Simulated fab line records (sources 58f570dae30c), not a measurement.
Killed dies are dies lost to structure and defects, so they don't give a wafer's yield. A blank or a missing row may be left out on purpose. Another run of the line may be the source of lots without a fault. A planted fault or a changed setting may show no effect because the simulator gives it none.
8D (eight disciplines) problem report, filled in by code | flow berkeley cmos170 | the parts of the form that need people (team, actions taken, sign-off) are left out

## 1. WHAT WENT WRONG
Mean of prime temp c at UCB170_PLDD_HMDS_00: 98.88 C across 6 wafers in 2 lots; on wafers with no fault it is 100.01 C (standard deviation 0.13). That puts it -8.7 standard deviations away from the usual mean.
The step: prime time 60 s.
First seen on wafer L892.2, day 10 04:41, on litho track-04. The record holds 42 wafers of 14 lots with a number at this step. The rule behind "out" and "out of limits": a value lying over 4 standard deviations away from the usual mean. The rest of the wafers with a number are treated as sound.

## 2. WHAT IT IS, WHAT IT ISN'T
question                    | is                     | is not
which readings at this step | prime temp c           | -
which lots                  | L892, L897             | L877, L878, L879, L880, L881, L884, L886, L887, L888, L891, L894, L900
which wafers of those lots  | all that have a number | -
read on which tools         | litho track-04         | litho track-02, litho track-03
when                        | from day 10 04:41      | up to then (33 sound wafers); but 3 sound wafers of L900 came after

## 3. WHAT RULES OUT EACH SUSPECT
Counting: a tool at a process step up to the reading stays a suspect if it ran every lot that is out and no sound lot after the first of them.
- litho track-04 at UCB170_PLDD_HMDS_00 (prime time 60 s): kept. Every lot that is out went through it, starting with L892 (day 10 04:41), and after that it ran no sound lot; the last sound lot it ran before then is L894 (day 10 03:31). Out on those wafers are its own readings of prime temp c.
Left after counting: litho track-04 at UCB170_PLDD_HMDS_00.

## 4. THE CAUSE (what the simulator had put in)
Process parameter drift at UCB170_PLDD_HMDS_00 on litho track-04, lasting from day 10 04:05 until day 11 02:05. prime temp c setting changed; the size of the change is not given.
Only this tool survived the counting.

## 5. THE CHAIN OF EFFECTS, in route order
Each row: a reading whose mean over the struck wafers that have a number lies more than 3 standard deviations from the usual. Scope: only readings with a usual standard deviation given in the record; hours: median across lots of the time from each lot's start at the first step in this table that gives one to its start at this step; sigmas: change in usual standard deviations.
hours | step                | reading      | usual    | on struck wafers | change | sigmas
0     | UCB170_PLDD_HMDS_00 | prime temp c | 100.01 C | 98.88            | -1.14  | -8.7
It contains these process steps:
- UCB170_PLDD_HMDS_00: prime time 60 s.

## 6. HOW IT WOULD HAVE BEEN CAUGHT EARLIER
In this record the first reading out of limits was taken at day 10 04:41, 1 hour after the fault began at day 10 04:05.
